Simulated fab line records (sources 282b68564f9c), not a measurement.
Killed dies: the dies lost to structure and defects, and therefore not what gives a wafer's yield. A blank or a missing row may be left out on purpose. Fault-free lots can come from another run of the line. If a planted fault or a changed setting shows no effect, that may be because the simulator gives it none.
A struck lot beside a sound one	flow ritCmos	15 out of 202 route steps
Sound: the wafers L343.2, L343.4, L343.6. Wafers L352.1, L352.2, L352.5 were the ones struck. The cause is named last.
For every step that has rows: the tool of each side, followed by ch and its chambers, followed by its first start. Under that, the readings that differ: sound wafers	struck wafers	difference of the means	sigmas: that difference in standard deviations of wafers without a fault.
alike: same words and numbers on both sides, and readings whose means sit less than 2 such deviations apart. not compared: any withheld reading, any reading some wafer has no value for, any bound like >300 that may hide the same value, and any number with overlapping values for which the record gives no deviation.
Wherever a step has rows on one side only, a row that says differs or no value, or a row with sigmas, the two part there. Numbers that have no deviation but don't overlap get no sigmas and don't part them. A reading that every wafer of one side lacks parts them only if that side has two wafers or more.

RIT_FOX1_THK_MEAS_01:
  sound on filmMetro-04, day 3 00:10; struck on filmMetro-02, day 4 21:41
  alike: FOX1_OXIDE_THK
then, 2 steps without rows for these wafers: RIT_FOX1_WET_ETCH_02 (etches SiO2 in BOE, target depth 350 nm, time 390 s); RIT_FOX2_OXIDATION_00 (target thk 350.7 nm, ox time 1130 s).
RIT_FOX2_THK_MEAS_01:
  sound on filmMetro-01, day 3 01:58; struck on filmMetro-01, day 5 00:41
  alike: FOX2_OXIDE_THK
then, 2 steps without rows for these wafers: RIT_FOX2_CLEAN_02 (cleans in dHF, time 180 s); RIT_FOX2_WET_ETCH_03 (etches Si3N4 in H3PO4, target depth 195 nm, time 2700 s).
RIT_FOX2_THK_MEAS_90:
  sound on filmMetro-01, day 3 02:51; struck on filmMetro-01, day 5 01:34
  alike: FIELD_OXIDE_LEFT_1_THK
then, 5 steps without rows for these wafers: RIT_NWELL_HMDS_00 (prime time 60 s); RIT_NWELL_COAT_01 (resist thk 1300 nm); RIT_NWELL_SOFTBAKE_02 (time 60 s); RIT_NWELL_EXPOSE_03 (exposes mask M2, target cd 43900 nm); RIT_NWELL_PEB_04.
RIT_NWELL_DEVELOP_05: develop time 68 s.
  sound on lithoTrack-04 ch 0, day 3 03:00; struck on lithoTrack-02 ch 0, day 5 02:00
reading	sound	struck	difference	sigmas
developerTempC (C)	23.05 23.02 23.02	23.97 23.95 24.03	+0.95	+10
RIT_NWELL_OVL_MEAS_06:
  sound on overlay-01, day 3 03:47; struck on overlay-01, day 5 02:38
  alike: NWELL_OVL
RIT_M1_PROBE_99:
  sound on prober-02, day 4 20:55; struck on prober-01, day 6 19:16
reading	sound	struck	difference	sigmas
killed_at_M0_to_M3	0 0 1	0 0 0	+0	-4
  alike: killedAtContacts, killedAtFrontEnd, killedDies, killedOpen, killedShort

== WHERE THEY PART ==
Earliest at RIT_NWELL_DEVELOP_05; latest, in this record, at RIT_M1_PROBE_99.

WHY: whatever the simulator had introduced
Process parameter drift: lithoTrack-02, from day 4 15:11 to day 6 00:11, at RIT_NWELL_DEVELOP_05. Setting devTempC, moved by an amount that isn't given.
